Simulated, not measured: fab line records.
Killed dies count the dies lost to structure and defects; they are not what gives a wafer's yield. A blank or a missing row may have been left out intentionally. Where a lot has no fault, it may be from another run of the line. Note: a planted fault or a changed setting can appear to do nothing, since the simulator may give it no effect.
Which tool was responsible? -- flow berkeley-cmos170 -- 39 wafers from 13 lots sampled at 2 of the route's 331 steps

WHAT THE GAUGES READ, wafer by wafer
UCB170_GATE_CD_MEAS_12: target cd 350 nm. Usual: cd-nm reads 349.8 nm (standard deviation 1.4).
lot,measured,on,cd-nm (nm),flag
L493,day 8 01:53,cd-sem-01,348.1 349.0 349.0,
L495,day 8 02:07,cd-sem-01,351.9 350.7 350.9,
L494,day 8 02:23,cd-sem-01,346.9 348.9 348.6,
L491,day 8 02:23,cd-sem-02,349.7 349.8 349.8,
L497,day 8 18:32,cd-sem-02,347.8 348.9 348.8,
L496,day 8 18:40,cd-sem-02,373.6 373.4 372.6,OFF
L499,day 9 13:46,cd-sem-02,350.3 350.7 350.9,
L507,day 10 07:03,cd-sem-02,351.0 351.4 352.0,
L508,day 10 07:20,cd-sem-02,350.1 350.9 350.2,
L506,day 10 07:37,cd-sem-02,350.3 351.3 350.5,
L509,day 10 22:23,cd-sem-01,347.3 348.0 347.4,
L510,day 10 22:43,cd-sem-01,349.1 348.7 348.3,
L511,day 11 11:13,cd-sem-01,348.4 350.0 350.1,

TOOL THAT RAN EACH LOT (tool first, then ch and the chambers of the sampled wafers, then the start)
lot,UCB170_GATE_EXPOSE_09
L493,"krf-scanner-01 ch 0, day 8 01:04"
L495,"krf-scanner-01 ch 0, day 8 01:11"
L494,"krf-scanner-01 ch 0, day 8 01:42"
L491,"krf-scanner-01 ch 0, day 8 01:49"
L497,"krf-scanner-02 ch 0, day 8 18:09"
L496,"krf-scanner-02 ch 0, day 8 18:16"
L499,"krf-scanner-02 ch 0, day 9 13:10"
L507,"krf-scanner-02 ch 0, day 10 06:34"
L508,"krf-scanner-02 ch 0, day 10 06:42"
L506,"krf-scanner-01 ch 0, day 10 06:56"
L509,"krf-scanner-01 ch 0, day 10 21:50"
L510,"krf-scanner-01 ch 0, day 10 22:05"
L511,"krf-scanner-01 ch 0, day 11 10:06"
- UCB170_GATE_EXPOSE_09: exposes mask POLY, target cd 350 nm.

AS READ BY THE TOOLS THEMSELVES (means over the sampled wafers that have a number; for cases with no such wafer, the mark the record gives instead)
UCB170_GATE_EXPOSE_09. Usual: stage-vel-mm-s 500.03 mm/s, standard deviation 0.24.
lot,tool,stage-vel-mm-s (mm/s),flag
L493,krf-scanner-01,500.20,
L495,krf-scanner-01,499.98,
L494,krf-scanner-01,500.21,
L491,krf-scanner-01,500.12,
L497,krf-scanner-02,500.13,
L496,krf-scanner-02,499.79,
L499,krf-scanner-02,499.94,
L507,krf-scanner-02,499.79,
L508,krf-scanner-02,499.72,
L506,krf-scanner-01,499.95,
L509,krf-scanner-01,500.05,
L510,krf-scanner-01,499.90,
L511,krf-scanner-01,500.00,

THE ANSWER, worked out from the rows above alone
Rule: take the mean of a lot's wafers that have a number; if it is more than 3 standard deviations from the usual mean, the lot is off. A lot without any number at a reading at which 4 lots or more have one is off too. All remaining lots with rows at the step are treated as sound. The gauges are gone through in route order, then the tools' own readings, and for those a lot's mean is taken as printed above. The first step at which some lot is off is used, and at that step the reading that is off furthest; a lot without a number counts as furthest.
Off: L496 (UCB170_GATE_CD_MEAS_12, cd-nm).
If a tool, at a process step before that reading, ran all the lots that are off and no sound lot after the first of them, it fits. Those tools and the gauges at UCB170_GATE_CD_MEAS_12 are tried in the same way. None of those tried fits.

WHAT WAS PUT IN BY THE SIMULATOR
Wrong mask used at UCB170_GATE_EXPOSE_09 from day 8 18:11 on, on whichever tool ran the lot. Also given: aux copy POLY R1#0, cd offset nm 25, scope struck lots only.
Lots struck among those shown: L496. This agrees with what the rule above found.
